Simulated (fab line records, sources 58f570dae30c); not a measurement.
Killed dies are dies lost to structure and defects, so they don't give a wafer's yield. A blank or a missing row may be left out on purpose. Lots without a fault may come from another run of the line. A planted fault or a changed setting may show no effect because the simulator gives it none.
A struck lot beside a sound one | flow berkeley_cmos170 | 17 steps out of a route of 331
Sound: wafers L245.2, L245.3, L245.5. Struck: wafers L252.1, L252.2, L252.6. The cause comes at the end.
At each step with rows: each side's tool, then ch and its chambers, then its first start. Under that, the readings that differ: sound wafers | struck wafers | difference of the means | sigmas: that difference in standard deviations of wafers without a fault.
alike: readings whose means differ by less than 2 such deviations, and words and numbers that are the same on both sides. not compared: withheld readings, readings that some wafer has no value for, bounds like >300 that may hide the same value, and numbers for which the record gives no deviation and whose values overlap.
The two part at a step that has a row with sigmas, a row that says differs or no value, or rows on one side only. Numbers that don't overlap but have no deviation are shown without sigmas and don't part them. A reading that every wafer of one side lacks parts them only if that side has two wafers or more.

UCB170_M1_SPUTTER_00: material Al, target thk 600 nm, time 80 s.
  sound on pvd_sputter-04, day 8 14:23; struck on pvd_sputter-03, day 10 06:56
  alike: throttle_valve_pct
UCB170_M1_RS_MEAS_01: measures by four-point-probe.
  sound on film_metro-01, day 8 14:28; struck on film_metro-01, day 10 07:04
  alike: M1_AL_RS
UCB170_M1_THK_MEAS_02: measures by xrf.
  sound on film_metro-01, day 8 14:34; struck on film_metro-01, day 10 07:11
  alike: M1_AL_THK
then, 6 steps without rows for these wafers: UCB170_M1_COAT_03; UCB170_M1_COAT_04 (resist thk 900 nm); UCB170_M1_SOFTBAKE_05 (time 60 s); UCB170_M1_EXPOSE_06 (exposes mask METAL1, target cd 700 nm); UCB170_M1_PEB_07; UCB170_M1_DEVELOP_08 (develop time 45 s).
UCB170_M1_CD_MEAS_09: target cd 700 nm.
  sound on cd_sem-02, day 8 15:41; struck on cd_sem-01, day 10 08:05
  alike: cd_nm
UCB170_M1_OVL_MEAS_10:
  sound on overlay-02, day 8 15:48; struck on overlay-02, day 10 08:12
  alike: M1_OVL
UCB170_M1_ETCH_11: etches BARC in N2/H2.
  sound on rie_diel-01 ch 1,2, day 8 15:50; struck on rie_diel-04 ch 0,2,3, day 10 08:14
  alike: bias_w, chamber_pressure_mTorr, drypump_motor_current_A, oes_product_au, throttle_valve_pct
UCB170_M1_METAL_ETCH_12: etches Al in Cl2/BCl3, stops on PSG, target depth 780 nm, time 130 s.
  sound on rie_metal-03 ch 0,1, day 8 15:52; struck on rie_metal-04 ch 0,1, day 10 08:17
  no value came back on the struck wafers for any of 7 readings (bcl3_flow_sccm (sccm), bias_w (W) and others); on the sound wafers bcl3_flow_sccm (sccm) reads 44.98 44.99 44.77
  reading                                 | sound             | struck            | difference | sigmas
  model.KrF_of_M1_COAT_04.thk_nm (nm)     | 445.7 438.3 438.6 | 881.4 883.3 883.4 | +441.8     |
  model.PSG_of_CONTACT_CVD_01.thk_nm (nm) | 645.6 648.9 654.6 | 705.6 709.4 703.5 | +56.5      |
  not compared: rf_hours_counter_h
UCB170_M1_STRIP_13: strips in O2.
  sound on plasma_asher-04 ch 0, day 8 16:01; struck on plasma_asher-02 ch 0,1, day 10 08:25
  alike: drypump_motor_current_A, o2_flow_sccm, oes_product_au
  not compared: rf_hours_counter_h
UCB170_M1_CD_MEAS_90: target cd 700 nm.
  sound on cd_sem-02, day 8 16:10; struck on cd_sem-01, day 10 08:48
  reading    | sound             | struck | difference                    | sigmas
  cd_nm (nm) | 697.1 700.2 700.1 | - - -  | no value on the struck wafers |
then, 1 step without rows for these wafers: UCB170_M1_ANNEAL_14 (time 1200 s).
UCB170_M3_PROBE_99:
  the record has rows for the struck wafers here (prober-02, day 10 23:31) and none for the sound ones

WHERE THEY PART
First at UCB170_M1_METAL_ETCH_12; last, within this record, at UCB170_M3_PROBE_99.

WHY: what the simulator had put in
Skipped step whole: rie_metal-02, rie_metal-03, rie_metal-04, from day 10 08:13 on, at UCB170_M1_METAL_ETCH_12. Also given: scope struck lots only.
